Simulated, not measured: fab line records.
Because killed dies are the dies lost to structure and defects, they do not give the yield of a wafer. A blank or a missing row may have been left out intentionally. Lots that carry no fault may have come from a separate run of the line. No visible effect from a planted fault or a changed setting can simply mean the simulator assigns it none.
A sampling plan put to the test + flow berkeley_cmos170 + one fab line, 34 faults that these records tell of, each judged on the records of the lots that it struck
Plan = the line's own looks (route steps where a gauge or an inspection reads the wafer without altering it). Where struck wafers have a number at a look and the file lists that look's usual mean and standard deviation on fault-free wafers, the look can be judged. Caught: a look later than the fault's first step finds the struck wafers' mean 4 or more of those standard deviations (sigma) from the usual mean. On the tool: here the same test is run on the tool's own readings at the fault's steps. If the struck wafers alone have a blank record, or they carry another recipe, that too counts as caught.

## THE FAULTS, as the simulator had put them in
1. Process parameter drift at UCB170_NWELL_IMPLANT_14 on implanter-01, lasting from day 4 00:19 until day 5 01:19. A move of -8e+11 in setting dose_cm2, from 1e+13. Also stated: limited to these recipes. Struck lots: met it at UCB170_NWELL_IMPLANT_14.
2. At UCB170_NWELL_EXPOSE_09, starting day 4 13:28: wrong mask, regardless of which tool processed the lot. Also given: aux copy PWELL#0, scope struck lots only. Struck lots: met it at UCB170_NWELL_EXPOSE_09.
3. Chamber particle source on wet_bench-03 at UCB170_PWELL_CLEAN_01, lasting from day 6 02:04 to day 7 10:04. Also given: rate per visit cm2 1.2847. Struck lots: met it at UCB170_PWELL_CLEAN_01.
4. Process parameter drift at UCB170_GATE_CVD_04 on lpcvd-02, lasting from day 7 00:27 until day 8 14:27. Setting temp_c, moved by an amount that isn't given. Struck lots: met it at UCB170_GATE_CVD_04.
5. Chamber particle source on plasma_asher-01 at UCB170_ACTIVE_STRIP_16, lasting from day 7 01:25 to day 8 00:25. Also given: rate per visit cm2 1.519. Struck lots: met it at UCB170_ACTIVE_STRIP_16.
6. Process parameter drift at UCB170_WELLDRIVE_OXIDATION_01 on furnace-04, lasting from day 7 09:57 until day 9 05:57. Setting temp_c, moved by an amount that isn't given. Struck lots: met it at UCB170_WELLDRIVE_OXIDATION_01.
7. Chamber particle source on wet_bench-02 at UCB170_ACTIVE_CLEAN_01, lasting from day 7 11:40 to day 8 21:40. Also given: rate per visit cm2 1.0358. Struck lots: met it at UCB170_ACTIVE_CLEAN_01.
8. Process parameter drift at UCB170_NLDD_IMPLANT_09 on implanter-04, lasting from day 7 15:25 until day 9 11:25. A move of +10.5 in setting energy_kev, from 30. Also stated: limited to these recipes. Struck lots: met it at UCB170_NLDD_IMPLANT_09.
9. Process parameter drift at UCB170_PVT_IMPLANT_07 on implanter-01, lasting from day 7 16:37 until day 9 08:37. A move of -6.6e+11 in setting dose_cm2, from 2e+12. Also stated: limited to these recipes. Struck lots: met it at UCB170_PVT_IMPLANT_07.
10. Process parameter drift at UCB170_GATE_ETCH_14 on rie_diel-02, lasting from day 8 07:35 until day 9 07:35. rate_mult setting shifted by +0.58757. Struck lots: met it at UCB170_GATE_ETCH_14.
11. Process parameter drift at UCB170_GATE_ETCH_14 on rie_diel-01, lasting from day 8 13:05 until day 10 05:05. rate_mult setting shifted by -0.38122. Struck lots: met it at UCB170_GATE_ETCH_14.
12. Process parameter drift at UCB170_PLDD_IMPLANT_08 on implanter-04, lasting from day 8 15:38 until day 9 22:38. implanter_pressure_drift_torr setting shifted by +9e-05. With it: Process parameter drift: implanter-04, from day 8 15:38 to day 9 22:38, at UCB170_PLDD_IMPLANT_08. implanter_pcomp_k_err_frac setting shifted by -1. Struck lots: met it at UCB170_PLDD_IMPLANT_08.
13. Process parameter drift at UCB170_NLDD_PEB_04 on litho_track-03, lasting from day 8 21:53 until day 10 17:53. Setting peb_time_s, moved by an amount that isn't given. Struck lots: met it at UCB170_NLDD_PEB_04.
14. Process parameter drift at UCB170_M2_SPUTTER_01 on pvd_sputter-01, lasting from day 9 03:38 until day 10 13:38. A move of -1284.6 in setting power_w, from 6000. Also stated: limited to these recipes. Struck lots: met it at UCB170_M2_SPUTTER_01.
15. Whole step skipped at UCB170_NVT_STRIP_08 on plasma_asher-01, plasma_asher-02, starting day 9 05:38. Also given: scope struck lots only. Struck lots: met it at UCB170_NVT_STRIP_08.
16. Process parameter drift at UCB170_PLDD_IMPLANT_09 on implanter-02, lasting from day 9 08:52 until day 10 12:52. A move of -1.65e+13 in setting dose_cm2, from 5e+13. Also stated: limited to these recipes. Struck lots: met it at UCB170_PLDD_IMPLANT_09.
17. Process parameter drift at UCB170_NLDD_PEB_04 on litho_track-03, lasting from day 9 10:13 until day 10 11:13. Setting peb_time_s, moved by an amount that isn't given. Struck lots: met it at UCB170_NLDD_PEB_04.
18. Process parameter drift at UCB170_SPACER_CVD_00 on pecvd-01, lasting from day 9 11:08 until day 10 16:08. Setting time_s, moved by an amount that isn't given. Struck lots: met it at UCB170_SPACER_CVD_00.
19. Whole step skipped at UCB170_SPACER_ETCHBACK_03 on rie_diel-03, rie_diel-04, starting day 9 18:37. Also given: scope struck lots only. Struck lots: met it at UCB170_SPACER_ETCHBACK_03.
20. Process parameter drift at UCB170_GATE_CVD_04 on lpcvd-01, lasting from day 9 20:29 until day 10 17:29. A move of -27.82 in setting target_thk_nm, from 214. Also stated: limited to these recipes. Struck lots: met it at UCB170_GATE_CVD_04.
21. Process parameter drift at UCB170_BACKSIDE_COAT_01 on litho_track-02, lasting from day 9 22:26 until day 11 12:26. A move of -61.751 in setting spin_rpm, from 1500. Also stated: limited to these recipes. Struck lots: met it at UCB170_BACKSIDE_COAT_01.
22. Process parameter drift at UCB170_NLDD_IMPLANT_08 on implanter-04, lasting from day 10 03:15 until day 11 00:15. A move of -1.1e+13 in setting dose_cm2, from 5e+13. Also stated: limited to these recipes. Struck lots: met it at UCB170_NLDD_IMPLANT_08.
23. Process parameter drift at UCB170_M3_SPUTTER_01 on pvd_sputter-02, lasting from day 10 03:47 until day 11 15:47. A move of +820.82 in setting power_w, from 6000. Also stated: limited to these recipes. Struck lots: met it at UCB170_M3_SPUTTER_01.
24. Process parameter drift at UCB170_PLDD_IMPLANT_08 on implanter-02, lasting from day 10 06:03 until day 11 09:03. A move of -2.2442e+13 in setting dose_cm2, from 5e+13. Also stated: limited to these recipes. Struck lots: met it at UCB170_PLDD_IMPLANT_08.
25. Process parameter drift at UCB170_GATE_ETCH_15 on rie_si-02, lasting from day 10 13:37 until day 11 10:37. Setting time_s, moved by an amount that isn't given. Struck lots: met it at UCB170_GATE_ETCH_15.
26. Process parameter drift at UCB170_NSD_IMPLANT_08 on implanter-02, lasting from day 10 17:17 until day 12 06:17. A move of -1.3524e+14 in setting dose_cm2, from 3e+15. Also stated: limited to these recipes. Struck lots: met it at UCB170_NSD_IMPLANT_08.
27. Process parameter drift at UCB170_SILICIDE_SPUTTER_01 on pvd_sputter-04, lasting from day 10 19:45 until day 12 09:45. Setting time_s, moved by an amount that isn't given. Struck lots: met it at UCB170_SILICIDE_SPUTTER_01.
28. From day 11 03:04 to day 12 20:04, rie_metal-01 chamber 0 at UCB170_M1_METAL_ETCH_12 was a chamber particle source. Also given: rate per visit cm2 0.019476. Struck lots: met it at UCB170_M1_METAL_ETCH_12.
29. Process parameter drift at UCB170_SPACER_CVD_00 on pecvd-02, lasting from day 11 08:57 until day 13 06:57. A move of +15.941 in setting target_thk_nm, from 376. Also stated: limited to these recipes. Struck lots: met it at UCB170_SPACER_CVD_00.
30. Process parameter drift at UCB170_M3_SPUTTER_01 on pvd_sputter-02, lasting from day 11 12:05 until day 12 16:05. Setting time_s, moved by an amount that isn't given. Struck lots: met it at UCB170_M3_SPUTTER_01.
31. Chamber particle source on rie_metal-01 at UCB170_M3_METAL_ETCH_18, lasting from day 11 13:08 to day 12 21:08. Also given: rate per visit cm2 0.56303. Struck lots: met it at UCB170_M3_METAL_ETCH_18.
32. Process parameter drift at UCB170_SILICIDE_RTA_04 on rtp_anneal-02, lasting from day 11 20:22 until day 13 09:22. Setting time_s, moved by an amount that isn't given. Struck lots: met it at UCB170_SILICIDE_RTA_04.
33. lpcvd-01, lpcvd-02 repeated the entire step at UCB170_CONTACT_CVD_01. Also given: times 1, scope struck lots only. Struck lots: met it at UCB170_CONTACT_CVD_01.
34. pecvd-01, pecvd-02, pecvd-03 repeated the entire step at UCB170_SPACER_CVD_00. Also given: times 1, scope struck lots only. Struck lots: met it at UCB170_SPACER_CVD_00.

## WHAT THE PLAN SAW
| fault | on the tool itself                               | first look that catches it                      | reading, sigma                                                | median hours from its first step to that look | hours from the fault's start to the first struck lot there | judged looks passed uncaught |
|-------|--------------------------------------------------|-------------------------------------------------|---------------------------------------------------------------|-----------------------------------------------|------------------------------------------------------------|------------------------------|
| 1     | dose_ions_cm2 -73 sigma                          | none of the 2 looks that can be judged after it | strongest: NWELL_TW at UCB170_NWELL_TW_MEAS_16, -3.4          | -                                             | -                                                          | 2                            |
| 2     | under 2 sigma                                    | UCB170_NWELL_TW_MEAS_16                         | NWELL_TW -99 or beyond                                        | 1.3                                           | 5                                                          | 0                            |
| 3     | no reading that can be judged                    | none of the 2 looks that can be judged after it | -                                                             | -                                             | -                                                          | 2                            |
| 4     | susceptor_temp_C -44 sigma                       | UCB170_GATE_THK_MEAS_05                         | GATE_POLY_THK -29                                             | 1.4                                           | 7                                                          | 0                            |
| 5     | under 2 sigma                                    | no look after it can be judged                  | -                                                             | -                                             | -                                                          | 0                            |
| 6     | spike_tc_load_C -12 sigma                        | UCB170_WELLDRIVE_THK_MEAS_02                    | WELLDRIVE_OXIDE_THK -6.2                                      | 3.5                                           | 1                                                          | 0                            |
| 7     | no reading that can be judged                    | not the one look that can be judged after it    | -                                                             | -                                             | -                                                          | 1                            |
| 8     | beam_energy_keV +99 or beyond sigma              | UCB170_NLDD_TW_MEAS_11                          | NLDD_TW +5.4                                                  | 0.2                                           | 0                                                          | 0                            |
| 9     | dose_ions_cm2 -99 or beyond sigma                | UCB170_PVT_TW_MEAS_09                           | PVT_TW -23                                                    | 0.2                                           | 5                                                          | 0                            |
| 10    | oes_product_au +17 sigma                         | not the one look that can be judged after it    | strongest: cd_nm at UCB170_GATE_CD_MEAS_90, -3.4              | -                                             | -                                                          | 1                            |
| 11    | oes_product_au -11 sigma                         | no look after it can be judged                  | -                                                             | -                                             | -                                                          | 0                            |
| 12    | end_station_pressure_torr +99 or beyond sigma    | UCB170_PLDD_TW_MEAS_11                          | PLDD_TW +4.0                                                  | 0.4                                           | 5                                                          | 0                            |
| 13    | heater_power_total_W +99 or beyond sigma         | UCB170_NLDD_CD_MEAS_06                          | cd_nm -43                                                     | 0.3                                           | 1                                                          | 0                            |
| 14    | cathode_dc_power_W -99 or beyond sigma           | UCB170_M2_RS_MEAS_02                            | M2_AL_RS +22                                                  | 0.1                                           | 12                                                         | 0                            |
| 15    | the tool's record is blank for the struck wafers | UCB170_PVT_TW_MEAS_09                           | PVT_TW -99 or beyond                                          | 3.8                                           | 9                                                          | 0                            |
| 16    | dose_ions_cm2 -99 or beyond sigma                | UCB170_PLDD_TW_MEAS_11                          | PLDD_TW -6.3                                                  | 0.2                                           | 13                                                         | 0                            |
| 17    | heater_power_total_W +99 or beyond sigma         | UCB170_NLDD_CD_MEAS_06                          | cd_nm -49                                                     | 0.3                                           | 12                                                         | 0                            |
| 18    | run_length_s -7.2 sigma                          | UCB170_SPACER_THK_MEAS_01                       | SPACER_TEOS_THK -7.1                                          | 0.0                                           | 12                                                         | 0                            |
| 19    | the tool's record is blank for the struck wafers | no look after it can be judged                  | -                                                             | -                                             | -                                                          | 0                            |
| 20    | under 2 sigma                                    | UCB170_GATE_THK_MEAS_05                         | GATE_POLY_THK -15                                             | 1.4                                           | 6                                                          | 0                            |
| 21    | spin_speed_rpm -65 sigma                         | none of the 2 looks that can be judged after it | -                                                             | -                                             | -                                                          | 2                            |
| 22    | dose_ions_cm2 -99 or beyond sigma                | UCB170_SDANNEAL_RS_MEAS_05                      | NLDD_RS +42                                                   | 11.5                                          | 16                                                         | 1                            |
| 23    | cathode_dc_power_W +99 or beyond sigma           | UCB170_M3_RS_MEAS_02                            | M3_AL_RS -11                                                  | 0.1                                           | 4                                                          | 0                            |
| 24    | dose_ions_cm2 -99 or beyond sigma                | UCB170_PLDD_TW_MEAS_11                          | PLDD_TW -8.4                                                  | 0.4                                           | 1                                                          | 0                            |
| 25    | run_length_s -21 sigma                           | no look after it can be judged                  | -                                                             | -                                             | -                                                          | 0                            |
| 26    | dose_ions_cm2 -47 sigma                          | UCB170_SDANNEAL_RS_MEAS_03                      | NSD_RS +9.5                                                   | 1.8                                           | 2                                                          | 0                            |
| 27    | under 2 sigma                                    | UCB170_SILICIDE_RS_MEAS_02                      | SILICIDE_TI_RS +4.7                                           | 0.1                                           | 0                                                          | 0                            |
| 28    | under 2 sigma                                    | none of the 3 looks that can be judged after it | -                                                             | -                                             | -                                                          | 3                            |
| 29    | under 2 sigma                                    | not the one look that can be judged after it    | strongest: SPACER_TEOS_THK at UCB170_SPACER_THK_MEAS_01, +2.6 | -                                             | -                                                          | 1                            |
| 30    | under 2 sigma                                    | UCB170_M3_RS_MEAS_02                            | M3_AL_RS -6.5                                                 | 0.1                                           | 3                                                          | 0                            |
| 31    | under 2 sigma                                    | no look after it can be judged                  | -                                                             | -                                             | -                                                          | 0                            |
| 32    | under 2 sigma                                    | none of the 6 looks that can be judged after it | -                                                             | -                                             | -                                                          | 6                            |
| 33    | under 2 sigma                                    | UCB170_CONTACT_THK_MEAS_02                      | CONTACT_PSG_THK +99 or beyond                                 | 4.5                                           | -                                                          | 0                            |
| 34    | under 2 sigma                                    | UCB170_SPACER_THK_MEAS_01                       | SPACER_TEOS_THK +78                                           | 0.3                                           | -                                                          | 0                            |
A dash: the fault isn't caught, or these records don't give the number.

Caught at a look: 21 of 34. Caught on the tool: 21 of 34. By one or the other: 27 of 34.
Faults caught by the tool alone: 1, 10, 11, 19, 21, 25.
Caught at a look alone: faults 2, 20, 27, 30, 33, 34.
Caught by neither: faults 3, 5, 7, 28, 29, 31, 32.

## THINNER SAMPLING
Were the look that catches a fault to measure just every second or every third lot (counted by lot number), the first struck lot would, at worst, be measured this late:
| fault | struck lots at that look, in order of time | every lot | every second lot | every third lot |
|-------|--------------------------------------------|-----------|------------------|-----------------|
| 2     | L592                                       | 5 h       | may miss it      | may miss it     |
| 4     | L539, L537, L538                           | 7 h       | 7 h              | 7 h             |
| 6     | L569, L570, L572                           | 1 h       | 6 h              | may miss all 3  |
| 8     | L338, L339, L341                           | 0 h       | 0 h              | may miss all 3  |
| 9     | L547, L548                                 | 5 h       | 33 h             | may miss all 2  |
| 12    | L496, L498                                 | 5 h       | may miss all 2   | may miss all 2  |
| 13    | L962, L964, L966                           | 1 h       | may miss all 3   | 34 h            |
| 14    | L678, L681                                 | 12 h      | 23 h             | may miss all 2  |
| 15    | L680, L681                                 | 9 h       | 9 h              | may miss all 2  |
| 16    | L757, L758                                 | 13 h      | 22 h             | may miss all 2  |
| 17    | L531, L533                                 | 12 h      | may miss all 2   | may miss all 2  |
| 18    | L645, L649                                 | 12 h      | may miss all 2   | may miss all 2  |
| 20    | L386, L388, L387, L385                     | 6 h       | 6 h              | 6 h             |
| 22    | L126, L125                                 | 16 h      | 17 h             | may miss all 2  |
| 23    | L620, L623                                 | 4 h       | 30 h             | may miss all 2  |
| 24    | L271, L278                                 | 1 h       | 19 h             | may miss all 2  |
| 26    | L207, L211                                 | 2 h       | may miss all 2   | may miss all 2  |
| 27    | L686, L695                                 | 0 h       | 29 h             | may miss all 2  |
| 30    | L718, L717                                 | 3 h       | 5 h              | may miss all 2  |
Hours: fault start to first struck lot measured. 4 sigma limit: tested on the pooled struck wafers, so a lone lot may be under it. Other struck lots may not be in these records.

## THE LONGEST TIMED WAY FROM STEP TO LOOK
For fault 22, UCB170_NLDD_IMPLANT_08 and UCB170_SDANNEAL_RS_MEAS_05 are separated by a median of 11.5 hours. The look between them that can be judged stayed within 4 sigma: UCB170_NLDD_TW_MEAS_11.
